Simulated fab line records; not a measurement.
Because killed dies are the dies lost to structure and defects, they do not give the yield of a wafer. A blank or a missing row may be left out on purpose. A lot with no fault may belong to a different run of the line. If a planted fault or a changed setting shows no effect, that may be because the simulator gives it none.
Which of the tools did it? + flow berkeley cmos170 + 42 wafers from 14 lots sampled at 5 of the route's 331 steps

WHAT THE GAUGES SHOWED, per wafer
UCB170_START_BOW_MEAS_00. Usual: INCOMING_BOW gives 1 um (standard deviation 6.4).
| lot  | measured    | on            | INCOMING_BOW (um) | flag |
|------|-------------|---------------|-------------------|------|
| L835 | day 1 10:02 | film metro-03 | -1 3 8            |      |
| L836 | day 1 15:00 | film metro-01 | 0 12 -2           |      |
| L837 | day 1 20:01 | film metro-03 | -9 -1 -1          |      |
| L838 | day 2 01:02 | film metro-03 | -1 5 2            |      |
| L839 | day 2 06:02 | film metro-04 | 7 6 -9            |      |
| L842 | day 2 21:00 | film metro-03 | 3 1 12            |      |
| L845 | day 3 12:00 | film metro-01 | 9 2 15            |      |
| L847 | day 3 22:05 | film metro-01 | 2 5 2             |      |
| L850 | day 4 13:00 | film metro-03 | -2 3 6            |      |
| L852 | day 4 23:01 | film metro-04 | 1 -8 9            |      |
| L853 | day 5 04:00 | film metro-04 | -1 -1 -2          |      |
| L855 | day 5 14:00 | film metro-01 | -8 -1 6           |      |
| L856 | day 5 19:00 | film metro-03 | -9 -7 11          |      |
| L857 | day 6 00:00 | film metro-01 | -2 6 8            |      |

UCB170_PFIELD_TW_MEAS_09. Usual: PFIELD_TW gives 601 (standard deviation 7.5).
| lot  | measured    | on            | PFIELD_TW   | flag |
|------|-------------|---------------|-------------|------|
| L835 | day 4 15:40 | film metro-01 | 607 610 607 |      |
| L836 | day 4 15:56 | film metro-01 | 604 610 607 |      |
| L837 | day 5 11:28 | film metro-02 | 607 609 606 |      |
| L838 | day 5 11:53 | film metro-01 | 607 605 610 |      |
| L839 | day 5 16:59 | film metro-03 | 594 593 594 |      |
| L842 | day 6 10:55 | film metro-02 | 601 604 602 |      |
| L845 | day 6 18:56 | film metro-03 | 588 588 587 |      |
| L847 | day 6 19:19 | film metro-03 | 588 587 588 |      |
| L850 | day 7 23:11 | film metro-02 | 606 608 602 |      |
| L852 | day 7 23:44 | film metro-02 | 553 559 555 | OFF  |
| L853 | day 8 04:50 | film metro-03 | 595 590 590 |      |
| L855 | day 8 22:08 | film metro-03 | 591 592 591 |      |
| L856 | day 9 05:34 | film metro-01 | 553 551 553 | OFF  |
| L857 | day 9 05:58 | film metro-02 | 606 607 606 |      |

UCB170_NSD_OVL_MEAS_07. Usual: NSD_OVL gives 5 nm (standard deviation 6.4).
| lot  | measured     | on         | NSD_OVL (nm) | flag |
|------|--------------|------------|--------------|------|
| L835 | day 7 05:32  | overlay-02 | 16 14 17     |      |
| L836 | day 7 05:43  | overlay-01 | 11 0 -3      |      |
| L837 | day 8 04:23  | overlay-02 | 0 -7 -4      |      |
| L838 | day 8 04:12  | overlay-01 | 6 7 12       |      |
| L839 | day 8 10:11  | overlay-01 | 12 2 13      |      |
| L842 | day 9 06:35  | overlay-01 | 3 7 4        |      |
| L845 | day 9 10:24  | overlay-01 | 6 12 10      |      |
| L847 | day 9 11:08  | overlay-01 | 0 1 -5       |      |
| L850 | day 10 19:38 | overlay-01 | 7 -4 -2      |      |
| L852 | day 10 19:46 | overlay-02 | 2 5 5        |      |
| L853 | day 10 19:05 | overlay-02 | 6 9 7        |      |
| L855 | day 11 15:53 | overlay-02 | 5 -4 6       |      |
| L856 | day 11 23:53 | overlay-01 | 3 -2 -6      |      |
| L857 | day 11 23:38 | overlay-02 | 13 10 9      |      |

EACH LOT AND THE TOOL THAT RAN IT (in order: tool; ch and the chambers of the sampled wafers; start)
| lot  | UCB170_PFIELD_IMPLANT_07       | UCB170_NLDD_STRIP_10                 |
|------|--------------------------------|--------------------------------------|
| L835 | implanter-02 ch 0, day 4 15:25 | plasma asher-03 ch 0,1, day 6 19:56  |
| L836 | implanter-04 ch 0, day 4 15:41 | plasma asher-04 ch 0,1, day 6 19:44  |
| L837 | implanter-01 ch 0, day 5 11:14 | plasma asher-03 ch 0,1, day 7 19:13  |
| L838 | implanter-01 ch 0, day 5 11:40 | plasma asher-03 ch 0,1, day 7 18:42  |
| L839 | implanter-01 ch 0, day 5 16:46 | plasma asher-01 ch 0,1, day 8 00:02  |
| L842 | implanter-02 ch 0, day 6 10:40 | plasma asher-01 ch 0,1, day 8 22:37  |
| L845 | implanter-02 ch 0, day 6 18:41 | plasma asher-03 ch 0,1, day 9 01:50  |
| L847 | implanter-04 ch 0, day 6 19:07 | plasma asher-03 ch 0,1, day 9 03:10  |
| L850 | implanter-04 ch 0, day 7 22:56 | plasma asher-03 ch 0,1, day 10 10:37 |
| L852 | implanter-02 ch 0, day 7 23:30 | plasma asher-04 ch 0,1, day 10 10:21 |
| L853 | implanter-04 ch 0, day 8 04:35 | plasma asher-03 ch 0,1, day 10 09:11 |
| L855 | implanter-04 ch 0, day 8 21:53 | plasma asher-01 ch 0,1, day 11 07:09 |
| L856 | implanter-02 ch 0, day 9 05:19 | plasma asher-03 ch 0,1, day 11 15:23 |
| L857 | implanter-04 ch 0, day 9 05:43 | plasma asher-03 ch 0,1, day 11 14:59 |
- UCB170_PFIELD_IMPLANT_07
- UCB170_NLDD_STRIP_10: strips in O2.

WHAT THE TOOLS THEMSELVES READ (means of the sampled wafers that have a number; where no wafer has one, the mark that the record gives instead)
UCB170_PFIELD_IMPLANT_07. Usual: dose ions cm2 2e+13, standard deviation 2.2e+10; faraday current uA 63.6, standard deviation 1.2.
| lot  | tool         | dose ions cm2 | faraday current uA | flag |
|------|--------------|---------------|--------------------|------|
| L835 | implanter-02 | 2e+13         | 63.9               |      |
| L836 | implanter-04 | 2e+13         | 62.8               |      |
| L837 | implanter-01 | 2e+13         | 63.5               |      |
| L838 | implanter-01 | 2e+13         | 63.3               |      |
| L839 | implanter-01 | 2e+13         | 64.4               |      |
| L842 | implanter-02 | 2e+13         | 63.1               |      |
| L845 | implanter-02 | 2e+13         | 63.7               |      |
| L847 | implanter-04 | 2e+13         | 63.0               |      |
| L850 | implanter-04 | 2e+13         | 64.1               |      |
| L852 | implanter-02 | 2e+13         | 48.8               | OFF  |
| L853 | implanter-04 | 2e+13         | 62.9               |      |
| L855 | implanter-04 | 2e+13         | 62.1               |      |
| L856 | implanter-02 | 2e+13         | 48.3               | OFF  |
| L857 | implanter-04 | 2e+13         | 63.1               |      |

UCB170_NLDD_STRIP_10. Usual: drypump motor current A 5.6 A, standard deviation 0.67; oes product au 0.735 a.u., standard deviation 0.0047; strip time to endpoint s 21.66 s, standard deviation 0.051.
| lot  | tool            | drypump motor current A (A) | oes product au (a.u.) | strip time to endpoint s (s) | flag |
|------|-----------------|-----------------------------|-----------------------|------------------------------|------|
| L835 | plasma asher-03 | 5.3                         | 0.739                 | 21.73                        |      |
| L836 | plasma asher-04 | 6.1                         | 0.727                 | 21.67                        |      |
| L837 | plasma asher-03 | 5.3                         | 0.734                 | 21.67                        |      |
| L838 | plasma asher-03 | 5.3                         | 0.736                 | 21.65                        |      |
| L839 | plasma asher-01 | 5.5                         | 0.734                 | 21.77                        |      |
| L842 | plasma asher-01 | 6.0                         | 0.739                 | 21.74                        |      |
| L845 | plasma asher-03 | 5.3                         | 0.735                 | 21.67                        |      |
| L847 | plasma asher-03 | 5.3                         | 0.736                 | 21.63                        |      |
| L850 | plasma asher-03 | 5.7                         | 0.732                 | 21.64                        |      |
| L852 | plasma asher-04 | 5.6                         | 0.733                 | 21.68                        |      |
| L853 | plasma asher-03 | 5.3                         | 0.735                 | 21.76                        |      |
| L855 | plasma asher-01 | 5.6                         | 0.733                 | 21.62                        |      |
| L856 | plasma asher-03 | 5.3                         | 0.731                 | 21.72                        |      |
| L857 | plasma asher-03 | 5.3                         | 0.732                 | 21.69                        |      |

THE ANSWER, worked out from the rows above alone
Rule: take the mean of a lot's wafers that have a number; if it is more than 3 standard deviations from the usual mean, the lot is off. A lot without any number at a reading at which 4 lots or more have one is off too. Where the step has rows for the other lots, those lots are counted as sound. First the gauges in route order, then the tools' own readings, where a lot's mean is used as printed above. At the first step where some lot is off, the reading lying furthest off is the one used; lots without a number count as furthest.
Off: at UCB170_PFIELD_TW_MEAS_09 (PFIELD_TW), L852, L856.
If a tool, at a process step before that reading, ran all the lots that are off and no sound lot after the first of them, it fits. Not tried: the gauges at UCB170_PFIELD_TW_MEAS_09; whatever is off there is also off at UCB170_PFIELD_IMPLANT_07, on other tools, and gauge error can't account for it. One candidate fits, namely implanter-02 at UCB170_PFIELD_IMPLANT_07. A fault onset in the window from L845 (day 6 18:41, its last sound lot) to L852 (day 7 23:30, its first lot off) fits.
The tool's own readings at UCB170_PFIELD_IMPLANT_07 bear it out: on the lots that are off they differ by more than 5 times the standard deviation of the sound lots' means. faraday current uA reads 48.5 there against 63.3 on the sound lots.

WHAT THE SIMULATOR HAD INSERTED
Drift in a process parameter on implanter-02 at UCB170_PFIELD_IMPLANT_07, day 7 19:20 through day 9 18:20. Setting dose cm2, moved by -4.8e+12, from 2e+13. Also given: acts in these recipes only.
Lots struck among those shown: L852, L856. The same result came from the rule above.
